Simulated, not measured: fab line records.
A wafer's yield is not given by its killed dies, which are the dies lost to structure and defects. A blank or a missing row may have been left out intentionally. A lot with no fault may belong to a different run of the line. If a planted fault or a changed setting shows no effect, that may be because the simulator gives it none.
A sampling plan put to the test -- flow rit cmos -- each of the 14 faults these records tell of, on one fab line, judged from the records of the lots it struck
The line's own looks make up the plan; these are the steps of the route where a gauge or inspection reads the wafer and leaves it unchanged. A look can be judged if struck wafers have a number there and the file gives its usual mean and standard deviation on fault-free wafers. Caught: a look later than the fault's first step finds the struck wafers' mean 4 or more of those standard deviations (sigma) from the usual mean. On the tool: the identical test, applied to the tool's own readings at the steps of the fault. Caught also covers a different recipe on the struck wafers, or a record left blank for those wafers only.

## THE FAULTS, as the simulator had put them in
1. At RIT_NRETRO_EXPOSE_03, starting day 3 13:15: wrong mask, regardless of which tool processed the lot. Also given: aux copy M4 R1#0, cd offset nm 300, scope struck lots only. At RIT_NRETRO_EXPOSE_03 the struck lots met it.
2. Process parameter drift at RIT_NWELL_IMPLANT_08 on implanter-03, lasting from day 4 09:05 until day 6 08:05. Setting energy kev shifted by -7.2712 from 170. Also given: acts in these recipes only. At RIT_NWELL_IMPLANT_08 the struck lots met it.
3. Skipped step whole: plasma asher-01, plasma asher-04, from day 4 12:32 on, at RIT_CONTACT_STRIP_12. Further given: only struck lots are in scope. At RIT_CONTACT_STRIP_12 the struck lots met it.
4. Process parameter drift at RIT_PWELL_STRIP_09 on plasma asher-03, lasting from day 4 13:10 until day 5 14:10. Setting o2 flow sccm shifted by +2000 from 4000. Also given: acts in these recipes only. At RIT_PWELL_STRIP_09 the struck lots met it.
5. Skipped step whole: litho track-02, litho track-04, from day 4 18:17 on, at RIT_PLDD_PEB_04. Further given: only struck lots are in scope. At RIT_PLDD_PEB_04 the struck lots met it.
6. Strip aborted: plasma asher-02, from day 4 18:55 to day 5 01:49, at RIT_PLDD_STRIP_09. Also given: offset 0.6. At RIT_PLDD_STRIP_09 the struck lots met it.
7. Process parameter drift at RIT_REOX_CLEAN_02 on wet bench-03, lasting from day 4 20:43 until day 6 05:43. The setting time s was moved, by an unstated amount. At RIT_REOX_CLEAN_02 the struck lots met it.
8. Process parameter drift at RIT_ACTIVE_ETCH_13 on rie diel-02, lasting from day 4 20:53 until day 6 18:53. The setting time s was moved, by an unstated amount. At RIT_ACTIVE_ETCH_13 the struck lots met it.
9. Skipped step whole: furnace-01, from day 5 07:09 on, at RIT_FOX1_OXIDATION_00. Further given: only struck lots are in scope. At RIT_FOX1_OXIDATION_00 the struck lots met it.
10. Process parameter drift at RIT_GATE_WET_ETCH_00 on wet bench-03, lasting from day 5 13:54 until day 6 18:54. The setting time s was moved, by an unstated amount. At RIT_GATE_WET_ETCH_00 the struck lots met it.
11. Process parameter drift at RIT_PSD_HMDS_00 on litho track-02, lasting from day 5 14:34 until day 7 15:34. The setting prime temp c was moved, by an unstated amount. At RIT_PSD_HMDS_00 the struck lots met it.
12. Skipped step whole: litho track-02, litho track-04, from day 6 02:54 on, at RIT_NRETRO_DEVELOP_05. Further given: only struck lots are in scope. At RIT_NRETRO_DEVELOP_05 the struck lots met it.
13. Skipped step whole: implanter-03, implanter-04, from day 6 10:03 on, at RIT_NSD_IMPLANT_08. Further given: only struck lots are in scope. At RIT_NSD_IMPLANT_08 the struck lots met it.
14. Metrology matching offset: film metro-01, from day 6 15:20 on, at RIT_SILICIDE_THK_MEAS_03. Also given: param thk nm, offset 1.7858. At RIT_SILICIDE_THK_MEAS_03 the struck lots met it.

## WHAT THE PLAN SAW
fault,on the tool itself,first look that catches it,"reading, sigma",median hours from its first step to that look,hours from the fault's start to the first struck lot there,judged looks passed uncaught
1,under 2 sigma,no look after it can be judged,-,-,-,0
2,beam energy keV -99 or beyond sigma,no look after it can be judged,-,-,-,0
3,the tool's record is blank for the struck wafers,no look after it can be judged,-,-,-,0
4,o2 flow sccm +99 or beyond sigma,no look after it can be judged,-,-,-,0
5,no reading that can be judged,not the one look that can be judged after it,-,-,-,1
6,run length s -99 or beyond sigma,no look after it can be judged,-,-,-,0
7,run length s -55 sigma,no look after it can be judged,-,-,-,0
8,run length s +52 sigma,no look after it can be judged,-,-,-,0
9,the tool's record is blank for the struck wafers,no look after it can be judged,-,-,-,0
10,only faintly: run length s -3.1 sigma,not the one look that can be judged after it,-,-,-,1
11,prime temp c +68 sigma,no look after it can be judged,-,-,-,0
12,the tool's record is blank for the struck wafers,no look after it can be judged,-,-,-,0
13,the tool's record is blank for the struck wafers,RIT_NSD_TW_MEAS_10,NSD_TW -99 or beyond,0.3,3,0
14,SILICIDE_TI_THK +5.7 sigma,no look after it can be judged,-,-,-,0
A dash: the fault isn't caught, or these records don't give the number.

Caught at a look: 1 of 14. Caught on the tool: 11 of 14. By one or the other: 11 of 14.
Faults 2, 3, 4, 6, 7, 8, 9, 11, 12, 14 were caught on the tool alone.
Caught by neither: faults 1, 5, 10.

## THINNER SAMPLING
If the look that catches a fault measured only every second or every third lot, by lot number, the first struck lot would be measured this late in the worst case:
fault,"struck lots at that look, in order of time",every lot,every second lot,every third lot
13,"L334, L335",3 h,9 h,may miss all 2
The hour figures run from when the fault began to the first measured lot among those it struck. Since the struck wafers were tested as one group against 4 sigma, a single lot by itself may lie under the limit. Other struck lots may not be in these records.

## THE LONGEST TIMED WAY FROM STEP TO LOOK
For fault 13, RIT_NSD_IMPLANT_08 and RIT_NSD_TW_MEAS_10 are separated by a median of 0.3 hours. No look between them can be judged.
